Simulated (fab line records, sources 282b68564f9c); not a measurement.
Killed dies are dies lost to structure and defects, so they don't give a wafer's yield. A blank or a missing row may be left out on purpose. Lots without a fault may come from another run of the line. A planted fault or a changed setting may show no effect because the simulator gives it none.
fab line records | flow rit_cmos
record lots=6 wafers=18 last_day=7
route steps=202 shown PWELL@49 WELLDRIVE@50 NWELL@51 NRETRO@53 PRETRO@64 M1@202
lots that met no fault: from a run of the same line without faults
start_h: hours from the record's first day to the start of the lot's first wafer shown | wait_h: hours since the lot's step before | " the same as in the row above | L1.1+2: a row that stands for several wafers | - no value, or no start given | * or withheld: withheld | < > ~ a bound
route shown NAME@n: a module of which the file shows steps, and the number in the route of the first | usual: mean/standard deviation of fault-free wafers | same: alike in all rows | chamber/n: place in a boat | sites: the reading at each site | _std_site: their standard deviation | _edge_site: outer sites' mean less inner sites' | radius_mm: how far each site lies from the wafer's centre | mask NAME#n: copy n | behind: the tool/chamber that last shaped the wafer | hold: why the lot was held/for how many hours/how that ended | device: the transistor (n, p or np) that didn't switch | end of line: the same wafers' tests at the end of the route | a step without rows: its recipe alone | killed: dies lost to structure and defects at the first sort, not the wafer's yield | map: a wafer's dies, x killed, . not, _ none there
set.NAME: the setting as run; set.NAME@STEP: as run at that earlier step | model.NAME: the simulator's own value behind a step, which no gauge read
lots at some steps of the route; a table a step, a row a wafer
services: from which hour (start_h, from the record's first day; less than 0 if before it) a tool's chamber was out of use, for how many hours, and why
## steps
# step RIT_PWELL_TW_MEAS_10
# usual PWELL_TW=961/7
# columns lot.wafer tool chamber start_h wait_h PWELL_TW
L126.1 film_metro-01 - 43.06 0.1 952
L126.3 " - " " 951
L126.4 " - " " 953
L133.2 film_metro-03 - 79.54 0.1 964
L133.3 " - " " 964
L133.5 " - " " 957
L135.1 film_metro-01 - 89.06 0.1 952
L135.4 " - " " 953
L135.6 " - " " 954
L143.1 film_metro-03 - 128.97 0.1 961
L143.2 " - " " 963
L143.3 " - " " 964
L144.1 film_metro-01 - 133.11 0.1 956
L144.5 " - " " 957
L144.6 " - " " 957
L145.2 film_metro-01 - 138.64 0.1 959
L145.3 " - " " 952
L145.4 " - " " 954
# step RIT_WELLDRIVE_ANNEAL_00
# recipe temp_c=1100 time_s=14700 ambient=N2
# step RIT_WELLDRIVE_RS_MEAS_01
# recipe thk_meas_gauge=four-point-probe
# usual NWELL_RS=278.7/0.81
# columns lot.wafer tool chamber start_h wait_h NWELL_RS[ohm/sq]
L126.1 film_metro-03 - 48.21 0.0 277.6
L126.3 " - " " 277.9
L126.4 " - " " 277.9
L133.2 film_metro-01 - 84.70 0.0 276.1
L133.3 " - " " 276.6
L133.5 " - " " 277.2
L135.1 film_metro-01 - 94.69 0.0 278.6
L135.4 " - " " 278.0
L135.6 " - " " 278.7
L143.1 film_metro-02 - 134.73 0.0 279.5
L143.2 " - " " 279.1
L143.3 " - " " 279.5
L144.1 film_metro-02 - 138.25 0.0 278.1
L144.5 " - " " 278.9
L144.6 " - " " 278.7
L145.2 film_metro-03 - 143.79 0.0 278.8
L145.3 " - " " 279.5
L145.4 " - " " 279.2
# step RIT_WELLDRIVE_RS_MEAS_02
# recipe thk_meas_gauge=four-point-probe
# usual PWELL_RS=427.1/1.1
# columns lot.wafer tool chamber start_h wait_h PWELL_RS[ohm/sq]
L126.1 film_metro-03 - 48.33 0.1 428.1
L126.3 " - " " 426.9
L126.4 " - " " 426.8
L133.2 film_metro-01 - 84.82 0.1 425.5
L133.3 " - " " 425.1
L133.5 " - " " 425.8
L135.1 film_metro-01 - 94.81 0.1 424.5
L135.4 " - " " 424.9
L135.6 " - " " 425.1
L143.1 film_metro-02 - 134.85 0.1 428.3
L143.2 " - " " 428.8
L143.3 " - " " 428.7
L144.1 film_metro-02 - 138.37 0.1 427.6
L144.5 " - " " 427.5
L144.6 " - " " 427.2
L145.2 film_metro-03 - 143.91 0.1 427.1
L145.3 " - " " 428.6
L145.4 " - " " 428.3
# step RIT_NRETRO_HMDS_00
# recipe prime_time_s=60 prime_temp_c=140
# step RIT_NRETRO_COAT_01
# recipe resist=NOVOLAK spin_rpm=1969 resist_thk_nm=1300
# step RIT_NRETRO_SOFTBAKE_02
# recipe resist=NOVOLAK temp_c=90 time_s=60
# step RIT_NRETRO_EXPOSE_03
# recipe mask_id=M4 na=0.57 target_cd_nm=43900 dose_mj=250
# step RIT_NRETRO_PEB_04
# recipe resist=NOVOLAK temp_c=withheld time_s=withheld
# step RIT_NRETRO_DEVELOP_05
# recipe resist=NOVOLAK develop_time_s=68 dev_temp_c=23
# step RIT_NRETRO_OVL_MEAS_06
# usual NRETRO_OVL=0.2/1.2
# columns lot.wafer tool chamber start_h wait_h NRETRO_OVL[nm]
L126.1 overlay-02 - 49.45 - -0.1
L126.3 " - " " -0.1
L126.4 " - " " 1.4
L133.2 overlay-02 - 85.93 - -1.9
L133.3 " - " " -0.6
L133.5 " - " " -1.9
L135.1 overlay-01 - 95.94 - 1.2
L135.4 " - " " 1.6
L135.6 " - " " 2.3
L143.1 overlay-01 - 135.85 - -0.1
L143.2 " - " " -0.9
L143.3 " - " " -2.4
L144.1 overlay-01 - 139.37 - -2.5
L144.5 " - " " -0.8
L144.6 " - " " -1.0
L145.2 overlay-01 - 145.05 - 0.6
L145.3 " - " " 0.8
L145.4 " - " " -0.6
# step RIT_NRETRO_HARDBAKE_07
# recipe resist=NOVOLAK temp_c=140 time_s=120
# step RIT_NRETRO_IMPLANT_08
# recipe species=P energy_kev=70 dose_cm2=1e+13 tilt_deg=7
# usual beam_energy_keV=70.005/0.022
# same implant_ion_amu=31
# columns lot.wafer tool chamber start_h wait_h beam_energy_keV model.implant.rp_nm model.implant.drp_nm
L126.1 implanter-04 0 49.74 0.2 69.991 82.9 33.94
L126.3 " 0 " " 69.986 82.9 33.94
L126.4 " 0 " " 69.998 82.9 33.94
L133.2 implanter-04 0 86.23 0.2 76.243 92.39 36.45
L133.3 " 0 " " 76.266 92.39 36.45
L133.5 " 0 " " 76.233 92.39 36.45
L135.1 implanter-04 0 96.22 0.2 76.263 93.03 36.45
L135.4 " 0 " " 76.255 93.03 36.45
L135.6 " 0 " " 76.279 93.03 36.45
L143.1 implanter-01 0 136.14 0.2 70.001 83.61 33.94
L143.2 " 0 " " 70.004 83.61 33.94
L143.3 " 0 " " 70.018 83.61 33.94
L144.1 implanter-02 0 139.66 0.2 70.035 85.47 33.94
L144.5 " 0 " " 70.077 85.47 33.94
L144.6 " 0 " " 70.026 85.47 33.94
L145.2 implanter-02 0 145.36 0.2 69.997 84.1 33.94
L145.3 " 0 " " 69.976 84.1 33.94
L145.4 " 0 " " 69.978 84.1 33.94
# step RIT_NRETRO_STRIP_09
# recipe chemistry=O2 time_s=180 resist=NOVOLAK platen_temp_c=withheld power_w=500 pressure_mtorr=4000 o2_flow_sccm=4000
# usual drypump_motor_current_A=6.1/0.64
# columns lot.wafer tool chamber start_h wait_h drypump_motor_current_A rf_hours_counter_h
L126.1 plasma_asher-01 1 49.89 0.1 5.6 42
L126.3 " 0 " " 6.8 -
L126.4 " 1 " " 5.6 -
L133.2 plasma_asher-02 0 86.36 0.1 6.1 28
L133.3 " 0 " " 6.1 -
L133.5 " 0 " " 6.2 -
L135.1 plasma_asher-01 1 96.37 0.1 5.6 46
L135.4 " 0 " " 6.8 -
L135.6 " 1 " " 5.6 -
L143.1 plasma_asher-03 0 136.29 0.1 6.2 48
L143.2 " 1 " " 4.9 48
L143.3 " 1 " " 4.8 -
L144.1 plasma_asher-01 1 139.81 0.1 5.6 50
L144.5 " 0 " " 6.8 -
L144.6 " 1 " " 5.6 -
L145.2 plasma_asher-01 0 145.48 0.1 6.8 51
L145.3 " 0 " " 6.8 -
L145.4 " 1 " " 5.6 -
# step RIT_NRETRO_TW_MEAS_10
# usual NRETRO_TW=1066/7
# columns lot.wafer tool chamber start_h wait_h NRETRO_TW
L126.1 film_metro-02 - 50.06 0.1 1062
L126.3 " - " " 1070
L126.4 " - " " 1063
L133.2 film_metro-04 - 86.54 0.1 1094
L133.3 " - " " 1095
L133.5 " - " " 1091
L135.1 film_metro-03 - 96.55 0.1 1090
L135.4 " - " " 1091
L135.6 " - " " 1093
L143.1 film_metro-02 - 136.47 0.1 1063
L143.2 " - " " 1066
L143.3 " - " " 1067
L144.1 film_metro-04 - 139.98 0.1 1071
L144.5 " - " " 1063
L144.6 " - " " 1070
L145.2 film_metro-02 - 145.67 0.1 1072
L145.3 " - " " 1061
L145.4 " - " " 1066
# step RIT_PRETRO_HMDS_00
# recipe prime_time_s=60 prime_temp_c=140
# step RIT_M1_PROBE_99
# usual killed_at_M0_to_M3=0.1/0.34 killed_at_front_end=7/3.1 killed_dies=7/3.1 killed_open=3.5/1.9 killed_short=3.4/2.1
# same gross_dies=264 killed_at_M4_up=0 killed_at_back_side=0 killed_at_contacts=0 killed_at_other=0
# columns lot.wafer tool chamber start_h wait_h killed_at_M0_to_M3 killed_at_front_end killed_dies killed_open killed_short model.etest.cap_p_gate.c_min_ff_um2
L126.1 prober-02 - 77.96 0.1 0 7 7 3 4 2.316
L126.3 prober-02 - 78.06 0.2 0 12 12 4 8 2.328
L126.4 prober-02 - 78.11 0.2 0 13 13 7 6 2.315
L133.2 prober-01 - 114.91 0.1 0 3 3 2 1 2.296
L133.3 prober-01 - 114.96 0.2 0 6 6 3 3 2.289
L133.5 prober-01 - 115.06 0.2 0 5 5 3 2 2.283
L135.1 prober-01 - 128.10 0.1 0 7 7 5 2 2.299
L135.4 prober-01 - 128.25 0.2 0 5 5 0 5 2.293
L135.6 prober-01 - 128.35 0.2 0 7 7 2 5 2.293
L143.1 prober-01 - 164.76 0.1 0 9 9 6 3 2.304
L143.2 prober-01 - 164.81 0.1 0 5 5 4 1 2.31
L143.3 prober-01 - 164.86 0.2 0 5 5 4 1 2.305
L144.1 prober-02 - 168.31 0.1 1 7 8 5 3 2.325
L144.5 prober-02 - 168.51 0.2 0 4 4 3 1 2.314
L144.6 prober-02 - 168.56 0.2 0 7 7 4 3 2.321
L145.2 prober-01 - 174.30 0.1 0 4 4 3 1 2.328
L145.3 prober-01 - 174.35 0.2 1 9 10 3 7 2.327
L145.4 prober-01 - 174.40 0.2 0 4 4 0 4 2.319
# killed by level:class
L126.1 FOX2:geometric_particle:open=2 FOX1:geometric_particle:short=1 FOX2:geometric_particle:short=1 GATE:geometric_particle:open=1 GATE:geometric_particle:short=1 SPACER:geometric_particle:short=1
L126.3 FOX2:geometric_particle:short=2 SPACER:geometric_particle:open=2 SPACER:geometric_particle:short=2 SILICIDE:geometric_particle:short=2 FOX1:geometric_particle:short=1 FOX2:geometric_particle:open=1 GATE:geometric_particle:short=1 SILICIDE:geometric_particle:open=1
L126.4 FOX2:geometric_particle:open=3 GATE:geometric_particle:open=3 FOX2:geometric_particle:short=2 GATE:geometric_particle:short=2 FOX1:geometric_particle:short=1 FOX1:geometric_particle:open=1 REOX:geometric_particle:short=1
L133.2 GATE:geometric_particle:open=1 REOX:geometric_particle:open=1 SILICIDE:geometric_particle:short=1
L133.3 REOX:geometric_particle:open=2 FOX1:geometric_particle:short=1 FOX1:geometric_particle:open=1 REOX:geometric_particle:short=1 SILICIDE:geometric_particle:short=1
L133.5 GATE:geometric_particle:open=1 GATE:geometric_particle:short=1 REOX:geometric_particle:short=1 SPACER:geometric_particle:open=1 SILICIDE:geometric_particle:open=1
L135.1 GATE:geometric_particle:open=3 SPACER:geometric_particle:short=2 REOX:geometric_particle:open=1 SPACER:geometric_particle:open=1
L135.4 GATE:geometric_particle:short=2 REOX:geometric_particle:short=2 SILICIDE:geometric_particle:short=1
L135.6 GATE:geometric_particle:short=5 FOX2:geometric_particle:open=1 REOX:geometric_particle:open=1
L143.1 GATE:geometric_particle:open=2 SILICIDE:geometric_particle:open=2 FOX1:geometric_particle:open=1 FOX2:geometric_particle:open=1 GATE:geometric_particle:short=1 REOX:geometric_particle:short=1 SILICIDE:geometric_particle:short=1
L143.2 FOX1:geometric_particle:open=2 FOX1:geometric_particle:short=1 GATE:geometric_particle:open=1 REOX:geometric_particle:open=1
L143.3 GATE:geometric_particle:open=3 GATE:geometric_particle:short=1 REOX:geometric_particle:open=1
L144.1 SPACER:geometric_particle:open=4 FOX2:geometric_particle:open=1 FOX2:geometric_particle:short=1 GATE:geometric_particle:short=1 M1:geometric_particle:short=1
L144.5 GATE:geometric_particle:short=1 REOX:geometric_particle:open=1 SPACER:geometric_particle:open=1 SILICIDE:geometric_particle:open=1
L144.6 GATE:geometric_particle:short=2 GATE:geometric_particle:open=2 FOX1:geometric_particle:short=1 FOX1:geometric_particle:open=1 REOX:geometric_particle:open=1
L145.2 GATE:geometric_particle:open=2 GATE:geometric_particle:short=1 SILICIDE:geometric_particle:open=1
L145.3 GATE:geometric_particle:short=6 FOX2:geometric_particle:open=1 GATE:geometric_particle:open=1 REOX:geometric_particle:open=1 M1:geometric_particle:short=1
L145.4 FOX1:geometric_particle:short=1 GATE:geometric_particle:short=1 SPACER:geometric_particle:short=1 SILICIDE:geometric_particle:short=1
## services
# columns tool chamber start_h hours kind
implanter-02 - 35.10 1.8 repair
implanter-01 - 37.11 2.9 pm
plasma_asher-02 - 38.91 14.6 pm
implanter-04 - 45.85 0.7 repair
implanter-02 - 57.11 0.7 repair
plasma_asher-01 - 59.59 11.9 repair
implanter-04 - 79.44 2.8 pm
implanter-02 - 113.31 1.8 repair
## key
first_sign step=RIT_NRETRO_IMPLANT_08 reading=beam_energy_keV direction=up sigmas=99+ usual=70.005 struck=76.256
effect step=RIT_NRETRO_TW_MEAS_10 reading=NRETRO_TW direction=up sigmas=3.8 usual=1066 struck=1093
model_effect step=RIT_NRETRO_IMPLANT_08 value=implant.rp_nm without=84.92 struck=92.71
model_effect step=RIT_M1_PROBE_99 value=etest.cap_p_gate.c_min_ff_um2 without=2.316 struck=2.292
met_at RIT_NRETRO_IMPLANT_08
struck_wafers L133.2,L133.3,L133.5,L135.1,L135.4,L135.6
tester_left_out L133,L135
onset_between 49.74 86.23
fault kind=process_parameter_drift tool=implanter-04 chamber=- onset_h=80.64 steps=RIT_NRETRO_IMPLANT_08 channel=energy_kev offset=6.2379 shape=step end_h=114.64 acts_in=these_recipes_only stated=70
# tester_left_out: of these lots the tester's yield and bins aren't shown, on N5 and GAA mostly nor the transistor test; their killed dies are dies lost to structure and defects alone, not to doping, threshold or leakage, so they don't give the yield
